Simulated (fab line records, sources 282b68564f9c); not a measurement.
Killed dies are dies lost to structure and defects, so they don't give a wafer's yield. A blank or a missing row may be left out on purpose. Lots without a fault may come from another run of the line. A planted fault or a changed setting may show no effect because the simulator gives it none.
Problem report in the 8D (eight disciplines) form, filled by code | flow rit_cmos | the parts of the form that need people (team, actions taken, sign-off) are left out

1. THE PROBLEM
ACTIVE_OXIDE_THK at RIT_ACTIVE_THK_MEAS_02 reads a mean of 51.5 nm on 6 wafers of 2 lots; wafers without a fault read 46.6 nm with a standard deviation of 0.99. That is +5.0 standard deviations from the usual mean.
First seen on wafer L229.1, day 5 02:14, on film_metro-03. The record holds 42 wafers of 14 lots with a number at this step. Rule for "out", or "out of limits": more than 4 standard deviations from the usual mean. The other wafers with a number count as sound.

2. WHAT IT IS AND WHAT IT IS NOT
question                    | is                     | is not
which readings at this step | ACTIVE_OXIDE_THK       | -
which lots                  | L229, L231             | L212, L213, L214, L217, L219, L220, L223, L224, L228, L232, L234, L235
which wafers of those lots  | all that have a number | -
read on which gauges        | film_metro-03          | film_metro-01, film_metro-04
when                        | from day 5 02:14       | up to then (27 sound wafers); but 9 sound wafers of L232, L234, L235 came after

3. SUSPECTS, AND WHAT RULES EACH OUT
Counting: a tool at a process step up to the reading stays a suspect if it ran every lot that is out and no sound lot after the first of them.
- the gauge at RIT_ACTIVE_THK_MEAS_02: ruled out. All the wafers that are out were read on film_metro-03, but those of them that RIT_ACTIVE_OXIDATION_01 has rows for are out there too, on other tools.
- furnace-01 at RIT_ACTIVE_OXIDATION_01 (target thk 46.8 nm, ox time 3360 s): kept. It ran every lot that is out, first L229 (day 5 00:17), and no sound lot after that; its last sound lot up to then is L224 (day 3 22:07). Its own readings are out on those wafers: spike_tc_centre_C, spike_tc_source_C.
Left after counting: furnace-01 at RIT_ACTIVE_OXIDATION_01.

4. THE CAUSE (what the simulator had put in)
Process parameter drift: furnace-01, from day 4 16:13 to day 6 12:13, at RIT_ACTIVE_OXIDATION_01. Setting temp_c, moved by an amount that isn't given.
Counting left only this tool.

5. THE CHAIN OF EFFECTS, in route order
Each row: a reading whose mean over the struck wafers that have a number lies more than 3 standard deviations from the usual. Only readings for which the record gives a usual standard deviation are gone through. hours: the time from each lot's start at the first step in this table that gives one to its start at this step, as a median over the lots. sigmas: the change in usual standard deviations.
hours | step                    | reading           | usual    | on struck wafers | change | sigmas
0     | RIT_ACTIVE_OXIDATION_01 | spike_tc_centre_C | 1001.7 C | 1014.1           | +12.4  | +8.8
0     | RIT_ACTIVE_OXIDATION_01 | spike_tc_load_C   | 1027 C   | 1044             | +16    | +3.9
0     | RIT_ACTIVE_OXIDATION_01 | spike_tc_source_C | 1026.9 C | 1037.8           | +10.9  | +5.8
2     | RIT_ACTIVE_THK_MEAS_02  | ACTIVE_OXIDE_THK  | 46.6 nm  | 51.5             | +4.9   | +5.0
The process steps in it:
- RIT_ACTIVE_OXIDATION_01: target thk 46.8 nm, ox time 3360 s.
Later measuring or inspecting steps at which every struck wafer that the step has a row for has a number for every such reading, and none has moved that far: RIT_NRETRO_OVL_MEAS_06, RIT_SDANNEAL_RS_MEAS_05.

6. WHAT WOULD HAVE CAUGHT IT SOONER
In this record the first reading out of limits at a measuring or inspecting step was taken at day 5 02:14, 10 hours after the fault began at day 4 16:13.
The tool's own readings at RIT_ACTIVE_OXIDATION_01 were out on every struck wafer that the step has a row for (spike_tc_centre_C, spike_tc_source_C): an alarm limit on them would have fired on the first of those.
Of the lots that are out (2), L231 began RIT_ACTIVE_OXIDATION_01 on furnace-01 after day 5 02:14. A hold on the tool at that time would have spared it.
